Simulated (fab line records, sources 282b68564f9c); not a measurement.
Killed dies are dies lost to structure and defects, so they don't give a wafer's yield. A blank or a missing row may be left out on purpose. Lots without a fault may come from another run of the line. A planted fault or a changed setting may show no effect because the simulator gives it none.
Problem report in the 8D (eight disciplines) form, filled by code | flow rit_cmos | the parts of the form that need people (team, actions taken, sign-off) are left out

1. THE PROBLEM
GATE_OVL at RIT_GATE_OVL_MEAS_17 reads a mean of 129.4 nm on 9 wafers of 3 lots; wafers without a fault read 0.2 nm with a standard deviation of 1.4. That is +92 standard deviations from the usual mean.
First seen on wafer L988.2, day 4 12:02, on overlay-02. The record holds 45 wafers of 15 lots with a number at this step. Rule for "out", or "out of limits": more than 4 standard deviations from the usual mean. The other wafers with a number count as sound.

2. WHAT IT IS AND WHAT IT IS NOT
question                    | is                     | is not
which readings at this step | GATE_OVL               | -
which lots                  | L988, L989, L990       | L102, L980, L982, L983, L984, L986, L994, L995, L996, L997, L998, L999
which wafers of those lots  | all that have a number | -
read on which gauges        | overlay-02             | overlay-01
when                        | from day 4 12:02       | up to then (15 sound wafers); but 21 sound wafers of L102, L994, L995, L996, L997, L998, L999 came after

3. SUSPECTS, AND WHAT RULES EACH OUT
Counting: a tool at a process step up to the reading stays a suspect if it ran every lot that is out and no sound lot after the first of them.
- the gauge at RIT_GATE_OVL_MEAS_17: kept. All the wafers that are out were read on overlay-02, and no step on other tools shows them out.
- iline_stepper-02 at RIT_GATE_EXPOSE_13 (exposes mask M6, target cd 150 nm): kept. It ran every lot that is out, first L988 (day 4 11:31), and no sound lot after that; its last sound lot up to then is L984 (day 3 11:36).
Left after counting: iline_stepper-02 at RIT_GATE_EXPOSE_13, overlay-02 at RIT_GATE_OVL_MEAS_17.

4. THE CAUSE (what the simulator had put in)
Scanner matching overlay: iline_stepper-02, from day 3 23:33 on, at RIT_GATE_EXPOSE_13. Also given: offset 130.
Counting left 2 suspects, and this tool is among them.

5. THE CHAIN OF EFFECTS, in route order
Each row: a reading whose mean over the struck wafers that have a number lies more than 3 standard deviations from the usual. Only readings for which the record gives a usual standard deviation are gone through. hours: the time from each lot's start at the first step in this table that gives one to its start at this step, as a median over the lots. sigmas: the change in usual standard deviations.
hours | step                 | reading  | usual  | on struck wafers | change | sigmas
0     | RIT_GATE_OVL_MEAS_17 | GATE_OVL | 0.2 nm | 129.4            | +129.2 | +92
Later measuring or inspecting steps at which every struck wafer that the step has a row for has a number for every such reading, and none has moved that far: RIT_NLDD_OVL_MEAS_06, RIT_M1_CD_MEAS_09.

6. WHAT WOULD HAVE CAUGHT IT SOONER
In this record the first reading out of limits at a measuring or inspecting step was taken at day 4 12:02, 12 hours after the fault began at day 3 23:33.
Of the lots that are out (3), L989, L990 began RIT_GATE_EXPOSE_13 on iline_stepper-02 after day 4 12:02. A hold on the tool at that time would have spared those 2.
